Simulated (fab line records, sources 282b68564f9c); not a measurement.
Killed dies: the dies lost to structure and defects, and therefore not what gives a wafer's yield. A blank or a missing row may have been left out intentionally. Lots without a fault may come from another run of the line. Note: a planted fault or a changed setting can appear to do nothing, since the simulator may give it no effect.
Code-filled problem report in 8D (eight disciplines) form ; flow rit_cmos ; the parts of the form that need people (team, actions taken, sign-off) are left out

== 1. WHAT WENT WRONG ==
ACTIVE_NITRIDE_THK at RIT_ACTIVE_THK_MEAS_04 reads a mean of 214.8 nm on 9 wafers of 3 lots; wafers without a fault read 149.5 nm with a standard deviation of 1.4. Measured from the usual mean, that is +47 standard deviations.
First observed at day 4 02:04: wafer L766.1, on film_metro-01. The record holds 45 wafers of 15 lots with a number at this step. The rule behind "out" and "out of limits": a value lying over 4 standard deviations away from the usual mean. The rest of the wafers with a number are treated as sound.

== 2. WHAT IT IS AND WHAT IT IS NOT ==
question;is;is not
which readings at this step;ACTIVE_NITRIDE_THK;-
which lots;L766, L767, L769;L754, L756, L758, L759, L761, L762, L763, L764, L765, L774, L776, L777
which wafers of those lots;all that have a number;-
read on which gauges;film_metro-01, film_metro-03;film_metro-02
when;from day 4 02:04;"up to then (27 sound wafers); but 9 sound wafers of L774, L776, L777 came after"

== 3. WHAT RULES OUT EACH SUSPECT ==
Counting: any tool at a process step up to the reading is kept as a suspect provided that every lot that is out went through it and no sound lot did after the first of them.
- the gauge at RIT_ACTIVE_THK_MEAS_04: ruled out. 2 gauges (film_metro-01, film_metro-03) read the wafers that are out.
- lpcvd-01 at RIT_ACTIVE_CVD_03 (deposits Si3N4 from SiH2Cl2/NH3, target thk 150 nm, time 1500 s): kept. It processed each lot that is out, first L766 at day 4 00:38, and no sound lot thereafter; up to then, the last sound lot it processed was L765 at day 3 19:07.
The count leaves lpcvd-01 at RIT_ACTIVE_CVD_03.

== 4. THE CAUSE (what the simulator had put in) ==
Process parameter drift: lpcvd-01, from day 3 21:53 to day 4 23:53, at RIT_ACTIVE_CVD_03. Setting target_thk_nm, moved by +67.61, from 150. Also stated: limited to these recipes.
Only this tool survived the counting.

== 5. THE CHAIN OF EFFECTS, in route order ==
Each row: a reading where the mean over the struck wafers with a number is more than 3 standard deviations away from the usual. Only readings whose record carries a usual standard deviation are examined. hours: median over the lots of the time between each lot's start at the first step of this table that gives one and its start at this step. sigmas: the change, counted in usual standard deviations.
hours;step;reading;usual;on struck wafers;change;sigmas
0;RIT_ACTIVE_THK_MEAS_04;ACTIVE_NITRIDE_THK;149.5 nm;214.8;+65.3;+47
1;RIT_ACTIVE_ETCH_13;oes_product_au;0.818 a.u.;1.002;+0.184;+13
Process steps it contains:
- RIT_ACTIVE_ETCH_13: etches Si3N4 in SF6, stops on SiO2, time 210 s, target depth 210 nm.
At these later measuring or inspecting steps, every struck wafer for which the step has a row has a number for every such reading, and none has moved that far: RIT_NWELL_OVL_MEAS_06.

== 6. WHAT WOULD HAVE CAUGHT IT SOONER ==
4 hours passed between the start of the fault at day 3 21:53 and the first reading out of limits at a measuring or inspecting step in this record, taken at day 4 02:04.
Of the tool readings at RIT_ACTIVE_CVD_03 for which the record gives a usual standard deviation, none was out on any struck wafer, so an alarm limit of 4 standard deviations on them would not have fired.
Lots out: 3; of these, L767, L769 started RIT_ACTIVE_CVD_03 on lpcvd-01 after day 4 02:04. A hold on the tool at that time would have spared those 2.
